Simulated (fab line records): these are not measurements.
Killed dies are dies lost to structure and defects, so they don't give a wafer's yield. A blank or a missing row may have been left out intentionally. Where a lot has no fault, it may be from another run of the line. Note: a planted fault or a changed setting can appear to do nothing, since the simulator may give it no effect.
Comparing a struck lot with a sound one + flow rit-cmos + 30 out of 202 route steps
Sound: wafers L689.2, L689.5, L689.6. Wafers L700.1, L700.5, L700.6 were the ones struck. The cause comes at the end.
Order at every step that has rows: each side's tool, ch and its chambers, its first start. Under that, the readings that differ: sound wafers + struck wafers + difference of the means + sigmas: that difference in standard deviations of wafers without a fault.
alike: same words and numbers on both sides, and readings whose means sit less than 2 such deviations apart. not compared: any withheld reading, any reading some wafer has no value for, any bound like >300 that may hide the same value, and any number with overlapping values for which the record gives no deviation.
A row with sigmas, a row that says differs or no value, or rows on one side alone: a step with any of these is where the two part. Numbers that have no deviation but don't overlap get no sigmas and don't part them. A reading missing from all wafers of one side parts the sides only when that side holds two or more wafers.

RIT_FOX2_THK_MEAS_01:
  sound: film-metro-03 at day 4 05:30; struck: film-metro-03 at day 6 15:34
| reading             | sound       | struck      | difference | sigmas |
|---------------------|-------------|-------------|------------|--------|
| FOX2_OXIDE_THK (nm) | 367 365 367 | 347 350 342 | -20        | -3     |
then, 2 steps without rows for these wafers: RIT_FOX2_CLEAN_02 (cleans in dHF, time 180 s); RIT_FOX2_WET_ETCH_03 (etches Si3N4 in H3PO4, target depth 195 nm, time 2700 s).
RIT_FOX2_THK_MEAS_90:
  sound: film-metro-02 at day 4 06:23; struck: film-metro-03 at day 6 16:26
| reading                     | sound       | struck      | difference | sigmas |
|-----------------------------|-------------|-------------|------------|--------|
| FIELD_OXIDE_LEFT_1_THK (nm) | 340 338 339 | 320 323 314 | -20        | -3     |
then, 6 steps without rows for these wafers: RIT_NWELL_HMDS_00 (prime time 58.79 s); RIT_NWELL_COAT_01 (resist thk 1300 nm); RIT_NWELL_SOFTBAKE_02 (time 60 s); RIT_NWELL_EXPOSE_03 (exposes mask M2, target cd 43900 nm); RIT_NWELL_PEB_04; RIT_NWELL_DEVELOP_05 (develop time 68 s).
RIT_NWELL_OVL_MEAS_06:
  sound: overlay-01 at day 4 07:26; struck: overlay-01 at day 6 17:40
  alike: NWELL_OVL
then, 1 step without rows for these wafers: RIT_NWELL_HARDBAKE_07 (time 120 s).
RIT_NWELL_IMPLANT_08:
  sound on implanter-03 ch 0, day 4 07:44; struck on implanter-02 ch 0, day 6 17:56
| reading       | sound                     | struck                        | difference | sigmas |
|---------------|---------------------------|-------------------------------|------------|--------|
| dose-ions-cm2 | 4.995e+13 4.991e+13 5e+13 | 4.796e+13 4.808e+13 4.797e+13 | -1.950e+12 | -34    |
  alike: beam-energy-keV
RIT_NWELL_STRIP_09: strips in O2, time 180 s.
  sound on plasma-asher-02 ch 0,1, day 4 07:52; struck on plasma-asher-01 ch 0,1, day 6 18:05
  alike: drypump-motor-current-A
  not compared: rf-hours-counter-h
RIT_NWELL_TW_MEAS_10:
  sound: film-metro-04 at day 4 08:03; struck: film-metro-04 at day 6 18:16
  alike: NWELL_TW
then, 6 steps without rows for these wafers: RIT_PWELL_HMDS_00 (prime time 60 s); RIT_PWELL_COAT_01 (resist thk 1300 nm); RIT_PWELL_SOFTBAKE_02 (time 60 s); RIT_PWELL_EXPOSE_03 (exposes mask M3, target cd 43700 nm); RIT_PWELL_PEB_04; RIT_PWELL_DEVELOP_05 (develop time 68 s).
RIT_PWELL_OVL_MEAS_06:
  sound: overlay-01 at day 4 09:07; struck: overlay-01 at day 6 19:20
  alike: PWELL_OVL
then, 2 steps without rows for these wafers: RIT_PWELL_HARDBAKE_07 (time 120 s); RIT_PWELL_IMPLANT_08.
RIT_PWELL_STRIP_09: strips in O2, time 180 s.
  sound on plasma-asher-04 ch 0,1, day 4 09:33; struck on plasma-asher-04 ch 0,1, day 6 19:47
  alike: drypump-motor-current-A
  not compared: rf-hours-counter-h
RIT_PWELL_TW_MEAS_10:
  sound: film-metro-01 at day 4 09:44; struck: film-metro-03 at day 6 19:58
  alike: PWELL_TW
then, 1 step without rows for these wafers: RIT_WELLDRIVE_ANNEAL_00 (time 14700 s).
RIT_WELLDRIVE_RS_MEAS_01: a four-point-probe measurement.
  sound: film-metro-01 at day 4 15:32; struck: film-metro-03 at day 7 01:07
| reading           | sound             | struck            | difference | sigmas |
|-------------------|-------------------|-------------------|------------|--------|
| NWELL_RS (ohm/sq) | 274.6 275.0 275.4 | 281.1 281.0 281.9 | +6.3       | +7     |
RIT_WELLDRIVE_RS_MEAS_02: a four-point-probe measurement.
  sound: film-metro-01 at day 4 15:39; struck: film-metro-03 at day 7 01:14
  alike: PWELL_RS
RIT_M1_PROBE_99:
  sound: prober-02 at day 6 09:31; struck: prober-01 at day 8 10:57
| reading                             | sound             | struck          | difference | sigmas |
|-------------------------------------|-------------------|-----------------|------------|--------|
| model.etest.nwell-pinched.rs-ohm-sq | 339.1 339.8 335.2 | 344.1 347.2 346 | +7.7       |        |
  alike: killed-at-front-end, killed-dies, killed-open, killed-short
  not compared: model.etest.well-edge-left.line-ohm-um, model.etest.well-edge-right.line-ohm-um

## WHERE THEY PART
Earliest at RIT_FOX2_THK_MEAS_01; latest, in this record, at RIT_WELLDRIVE_RS_MEAS_01. Later steps at which nothing parts them and some readings are alike: RIT_WELLDRIVE_RS_MEAS_02, RIT_M1_PROBE_99.

WHY: what the simulator had put in
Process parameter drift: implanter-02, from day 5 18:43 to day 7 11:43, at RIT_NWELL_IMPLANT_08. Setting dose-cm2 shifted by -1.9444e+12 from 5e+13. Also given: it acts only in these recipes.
